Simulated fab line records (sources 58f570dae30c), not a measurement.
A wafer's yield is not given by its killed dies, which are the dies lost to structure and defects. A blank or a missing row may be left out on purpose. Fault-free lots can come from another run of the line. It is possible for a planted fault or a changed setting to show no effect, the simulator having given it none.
Which tool did it? ; flow berkeley cmos170 ; 14 lots with 42 wafers sampled at 2 steps, on a route of 331 steps

== WHAT THE GAUGES SHOWED, per wafer ==
UCB170_M2_THK_MEAS_03: measures by xrf. Usual: M2_AL_THK 889 nm, standard deviation 13.
lot;measured;on;M2_AL_THK (nm);flag
L228;day 7 16:49;film metro-04;912 908 907;
L229;day 8 10:04;film metro-03;891 879 887;
L230;day 8 10:16;film metro-01;861 894 904;
L235;day 8 17:15;film metro-04;904 880 902;
L234;day 8 17:21;film metro-01;905 906 906;
L233;day 8 17:31;film metro-03;892 861 873;
L231;day 8 17:47;film metro-04;895 909 873;
L238;day 9 18:57;film metro-03;882 874 875;
L236;day 9 19:15;film metro-04;896 897 894;
L239;day 10 07:41;film metro-04;888 907 904;
L243;day 10 23:32;film metro-01;903 877 904;
L250;day 12 11:30;film metro-01;875 890 885;
L246;day 12 11:46;film metro-03;886 888 882;
L249;day 13 01:13;film metro-04;870 885 891;

UCB170_V2_CD_MEAS_12 targets a cd of 700 nm. Usual: cd nm reads 700.1 nm (standard deviation 1.6).
lot;measured;on;cd nm (nm);flag
L228;day 7 21:34;cd sem-01;702.3 701.1 701.8;
L229;day 8 15:11;cd sem-01;700.5 701.8 699.6;
L230;day 8 15:28;cd sem-02;699.9 700.9 699.5;
L235;day 8 23:44;cd sem-01;700.8 700.6 699.7;
L234;day 8 23:56;cd sem-02;700.7 700.0 699.6;
L233;day 9 00:09;cd sem-01;699.0 699.6 698.6;
L231;day 9 00:23;cd sem-01;698.5 699.8 698.9;
L238;day 9 23:10;cd sem-02;697.9 698.3 698.2;
L236;day 9 23:37;cd sem-02;704.0 704.2 703.3;
L239;day 10 14:07;cd sem-01;699.6 698.5 698.0;
L243;day 11 05:17;cd sem-01;698.4 700.6 699.9;
L250;day 12 17:36;cd sem-01;701.5 702.6 700.1;
L246;day 12 17:31;cd sem-01;700.0 701.3 700.6;
L249;day 13 07:17;cd sem-01;698.2 698.8 698.0;

== WHICH TOOL RAN EACH LOT (tool, then ch and the chambers of the sampled wafers, then the start) ==
No process step before these readings appears in the record.

== WHAT THE TOOLS THEMSELVES READ (means of the sampled wafers that have a number; where no wafer has one, the mark that the record gives instead) ==
The record holds no such reading with a usual standard deviation.

== THE ANSWER, worked out from the rows above alone ==
Rule: lot off if the mean of its wafers having a number is beyond 3 standard deviations from the usual mean. A lot without any number at a reading at which 4 lots or more have one is off too. All remaining lots with rows at the step are treated as sound. First the gauges in route order, then the tools' own readings, where a lot's mean is used as printed above. At the first step where some lot is off, the reading lying furthest off is the one used; lots without a number count as furthest.
Across all readings shown, no lot is off: no conclusion can be drawn from this.

== WHAT THE SIMULATOR HAD PUT IN ==
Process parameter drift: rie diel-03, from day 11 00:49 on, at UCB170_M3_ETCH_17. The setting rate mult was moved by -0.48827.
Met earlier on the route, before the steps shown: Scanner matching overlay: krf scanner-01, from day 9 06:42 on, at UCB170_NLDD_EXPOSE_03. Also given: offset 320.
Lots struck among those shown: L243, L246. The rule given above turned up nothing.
